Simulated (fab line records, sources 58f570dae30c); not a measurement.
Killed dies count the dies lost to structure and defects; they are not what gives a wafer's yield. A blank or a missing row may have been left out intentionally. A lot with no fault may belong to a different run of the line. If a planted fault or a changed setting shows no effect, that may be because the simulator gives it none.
Which tool was responsible? / flow berkeley_cmos170 / 13 lots with 39 wafers sampled at 2 steps, on a route of 331 steps

WHAT THE GAUGES READ, wafer by wafer
UCB170_SPACER_THK_MEAS_01. Usual: for SPACER_TEOS_THK the level is 376 nm and the standard deviation is 4.4.
lot=L696; measured=day 7 19:38; on=film_metro-03; SPACER_TEOS_THK (nm)=373 378 378; flag=
lot=L697; measured=day 8 06:52; on=film_metro-04; SPACER_TEOS_THK (nm)=374 378 384; flag=
lot=L699; measured=day 8 07:05; on=film_metro-01; SPACER_TEOS_THK (nm)=366 377 367; flag=
lot=L698; measured=day 8 07:22; on=film_metro-01; SPACER_TEOS_THK (nm)=376 375 373; flag=
lot=L700; measured=day 8 22:18; on=film_metro-04; SPACER_TEOS_THK (nm)=375 371 381; flag=
lot=L701; measured=day 8 22:20; on=film_metro-03; SPACER_TEOS_THK (nm)=380 389 373; flag=
lot=L704; measured=day 9 05:06; on=film_metro-03; SPACER_TEOS_THK (nm)=371 367 377; flag=
lot=L708; measured=day 10 09:17; on=film_metro-01; SPACER_TEOS_THK (nm)=395 377 386; flag=
lot=L709; measured=day 10 09:23; on=film_metro-04; SPACER_TEOS_THK (nm)=372 371 379; flag=
lot=L711; measured=day 11 08:43; on=film_metro-04; SPACER_TEOS_THK (nm)=375 377 378; flag=
lot=L715; measured=day 12 01:28; on=film_metro-03; SPACER_TEOS_THK (nm)=370 380 375; flag=
lot=L717; measured=day 12 17:29; on=film_metro-03; SPACER_TEOS_THK (nm)=375 372 382; flag=
lot=L719; measured=day 13 01:56; on=film_metro-01; SPACER_TEOS_THK (nm)=368 374 375; flag=

TOOL THAT RAN EACH LOT (tool first, then ch and the chambers of the sampled wafers, then the start)
lot=L696; UCB170_SPACER_CVD_00=pecvd-03 ch 0,1,2, day 7 19:36
lot=L697; UCB170_SPACER_CVD_00=pecvd-04 ch 1,2, day 8 06:48
lot=L699; UCB170_SPACER_CVD_00=pecvd-01 ch 0,1, day 8 07:03
lot=L698; UCB170_SPACER_CVD_00=pecvd-03 ch 0,1,2, day 8 07:19
lot=L700; UCB170_SPACER_CVD_00=pecvd-04 ch 0,2, day 8 22:16
lot=L701; UCB170_SPACER_CVD_00=pecvd-01 ch 0,1,2, day 8 22:17
lot=L704; UCB170_SPACER_CVD_00=pecvd-04 ch 0,1, day 9 05:04
lot=L708; UCB170_SPACER_CVD_00=pecvd-04 ch 0,1, day 10 09:14
lot=L709; UCB170_SPACER_CVD_00=pecvd-03 ch 0,1,2, day 10 09:20
lot=L711; UCB170_SPACER_CVD_00=pecvd-03 ch 1,2, day 11 08:38
lot=L715; UCB170_SPACER_CVD_00=pecvd-01 ch 0,1,2, day 12 01:25
lot=L717; UCB170_SPACER_CVD_00=pecvd-03 ch 0,1,2, day 12 17:27
lot=L719; UCB170_SPACER_CVD_00=pecvd-04 ch 0,2, day 13 01:53
- UCB170_SPACER_CVD_00: deposits SiO2 from TEOS/O2, target thk 376 nm, time 47 s.

AS READ BY THE TOOLS THEMSELVES (means over the sampled wafers that have a number; for cases with no such wafer, the mark the record gives instead)
UCB170_SPACER_CVD_00. Usual: heater_power_w 275 W, standard deviation 54; pressure_mtorr 8999 mTorr, standard deviation 17; rf_fwd_power_W 545.2 W, standard deviation 2.
lot=L696; tool=pecvd-03; heater_power_w (W)=265; pressure_mtorr (mTorr)=8977; rf_fwd_power_W (W)=542.9; flag=
lot=L697; tool=pecvd-04; heater_power_w (W)=310; pressure_mtorr (mTorr)=9007; rf_fwd_power_W (W)=543.7; flag=
lot=L699; tool=pecvd-01; heater_power_w (W)=324; pressure_mtorr (mTorr)=8982; rf_fwd_power_W (W)=546.3; flag=
lot=L698; tool=pecvd-03; heater_power_w (W)=274; pressure_mtorr (mTorr)=9002; rf_fwd_power_W (W)=545.6; flag=
lot=L700; tool=pecvd-04; heater_power_w (W)=295; pressure_mtorr (mTorr)=8985; rf_fwd_power_W (W)=545.1; flag=
lot=L701; tool=pecvd-01; heater_power_w (W)=277; pressure_mtorr (mTorr)=8977; rf_fwd_power_W (W)=546.3; flag=
lot=L704; tool=pecvd-04; heater_power_w (W)=241; pressure_mtorr (mTorr)=9003; rf_fwd_power_W (W)=545.7; flag=
lot=L708; tool=pecvd-04; heater_power_w (W)=210; pressure_mtorr (mTorr)=9010; rf_fwd_power_W (W)=545.5; flag=
lot=L709; tool=pecvd-03; heater_power_w (W)=273; pressure_mtorr (mTorr)=9013; rf_fwd_power_W (W)=542.4; flag=
lot=L711; tool=pecvd-03; heater_power_w (W)=253; pressure_mtorr (mTorr)=8991; rf_fwd_power_W (W)=543.1; flag=
lot=L715; tool=pecvd-01; heater_power_w (W)=301; pressure_mtorr (mTorr)=9004; rf_fwd_power_W (W)=547.4; flag=
lot=L717; tool=pecvd-03; heater_power_w (W)=265; pressure_mtorr (mTorr)=8994; rf_fwd_power_W (W)=543.7; flag=
lot=L719; tool=pecvd-04; heater_power_w (W)=271; pressure_mtorr (mTorr)=8996; rf_fwd_power_W (W)=545.1; flag=

THE ANSWER, worked out from the rows above alone
Rule: a lot is off if the mean of its wafers that have a number lies more than 3 standard deviations from the usual mean. Also off: a lot with no number at a reading for which 4 or more lots have one. The other lots that the step has rows for count as sound. First the gauges in route order, then the tools' own readings, where a lot's mean is used as printed above. At the first step where some lot is off, the reading lying furthest off is the one used; lots without a number count as furthest.
Across all readings shown, no lot is off: no conclusion can be drawn from this.

WHAT WAS PUT IN BY THE SIMULATOR
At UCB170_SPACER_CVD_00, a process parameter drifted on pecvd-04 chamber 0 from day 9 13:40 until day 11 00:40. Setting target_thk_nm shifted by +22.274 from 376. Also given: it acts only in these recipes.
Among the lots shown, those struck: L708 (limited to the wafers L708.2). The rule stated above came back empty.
